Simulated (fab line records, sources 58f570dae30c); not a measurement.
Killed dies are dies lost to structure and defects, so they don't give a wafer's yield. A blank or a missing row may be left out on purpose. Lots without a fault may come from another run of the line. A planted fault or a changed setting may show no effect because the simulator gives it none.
A struck lot beside a sound one | flow berkeley_cmos170 | 16 steps out of a route of 331
Sound: wafers L111.1, L111.2, L111.4. Struck: wafers L119.2, L119.4, L119.6. The cause comes at the end.
At each step with rows: each side's tool, then ch and its chambers, then its first start. Under that, the readings that differ: sound wafers | struck wafers | difference of the means | sigmas: that difference in standard deviations of wafers without a fault.
alike: readings whose means differ by less than 2 such deviations, and words and numbers that are the same on both sides. not compared: withheld readings, readings that some wafer has no value for, bounds like >300 that may hide the same value, and numbers for which the record gives no deviation and whose values overlap.
The two part at a step that has a row with sigmas, a row that says differs or no value, or rows on one side only. Numbers that don't overlap but have no deviation are shown without sigmas and don't part them. A reading that every wafer of one side lacks parts them only if that side has two wafers or more.

first, 1 step without rows for these wafers: UCB170_M3_SOFTBAKE_06 (time 60 s).
UCB170_M3_STRIP_07: strips in O2.
  sound on plasma_asher-02 ch 0,1, day 10 17:27; struck on plasma_asher-01 ch 0,1, day 12 11:01
  alike: drypump_motor_current_A, oes_product_au, strip_time_to_endpoint_s
  not compared: rf_hours_counter_h
then, 7 steps without rows for these wafers: UCB170_M3_STRIP_08 (strips KrF in DMSO, time 600 s); UCB170_M3_COAT_09; UCB170_M3_COAT_10 (resist thk 900 nm); UCB170_M3_SOFTBAKE_11 (time 60 s); UCB170_M3_EXPOSE_12 (exposes mask METAL3, target cd 700 nm); UCB170_M3_PEB_13; UCB170_M3_DEVELOP_14 (develop time 45.91 s).
UCB170_M3_CD_MEAS_15: target cd 700 nm.
  sound on cd_sem-01, day 10 19:46; struck on cd_sem-01, day 12 12:10
  alike: cd_nm
UCB170_M3_OVL_MEAS_16:
  sound on overlay-02, day 10 19:53; struck on overlay-01, day 12 12:16
  alike: M3_OVL
UCB170_M3_ETCH_17: etches BARC in N2/H2.
  sound on rie_diel-01 ch 0,1,2, day 10 19:55; struck on rie_diel-01 ch 0,1,3, day 12 12:18
  alike: drypump_motor_current_A, oes_product_au, throttle_valve_pct
UCB170_M3_METAL_ETCH_18: etches Al in Cl2/BCl3, stops on SiO2, target depth 1170 nm, time 195 s.
  sound on rie_metal-02 ch 0,1, day 10 19:58; struck on rie_metal-01 ch 0, day 12 12:21
  reading                             | sound             | struck            | difference | sigmas
  oes_product_au (a.u.)               | 0.864 0.883 0.867 | 0.992 0.998 0.999 | +0.125     | +10
  run_length_s (s)                    | 222.6 223.2 222.8 | 128.2 128.1 128.2 | -94.7      | -99 or more
  model.M3.feature_depth_nm (nm)      | 951.5 959.4 961.3 | 589.7 593.9 591.7 | -365.6     |
  model.KrF_of_M3_COAT_10.thk_nm (nm) | 218.1 205.7 209   | 543.4 539.5 540.2 | +330.1     |
  model.etch.depth_nm (nm)            | 896 902.1 904     | 589.7 593.9 591.7 | -308.9     |
  alike: drypump_motor_current_A, throttle_valve_pct
  not compared: rf_hours_counter_h
UCB170_M3_STRIP_19: strips in O2.
  sound on plasma_asher-03 ch 0,1, day 10 20:09; struck on plasma_asher-03 ch 0,1, day 12 12:32
  reading               | sound             | struck            | difference | sigmas
  oes_product_au (a.u.) | 0.558 0.529 0.544 | 0.720 0.726 0.719 | +0.178     | +8
  alike: drypump_motor_current_A
  not compared: rf_hours_counter_h
UCB170_M3_CD_MEAS_90: target cd 700 nm.
  sound on cd_sem-02, day 10 20:15; struck on cd_sem-02, day 12 12:39
  reading    | sound       | struck      | difference | sigmas
  cd_nm (nm) | 704 704 703 | 718 719 721 | +16        | +3
  not compared: hold
UCB170_M3_BOW_MEAS_20:
  sound on film_metro-04, day 10 20:22; struck on film_metro-01, day 12 12:46
  alike: M3_BOW
  not compared: hold

WHERE THEY PART
First at UCB170_M3_METAL_ETCH_18; last, within this record, at UCB170_M3_CD_MEAS_90. Later steps at which nothing parts them and some readings are alike: UCB170_M3_BOW_MEAS_20.

WHY: what the simulator had put in
Process parameter drift: rie_metal-01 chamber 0, from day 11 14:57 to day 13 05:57, at UCB170_M3_METAL_ETCH_18. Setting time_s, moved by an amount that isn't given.
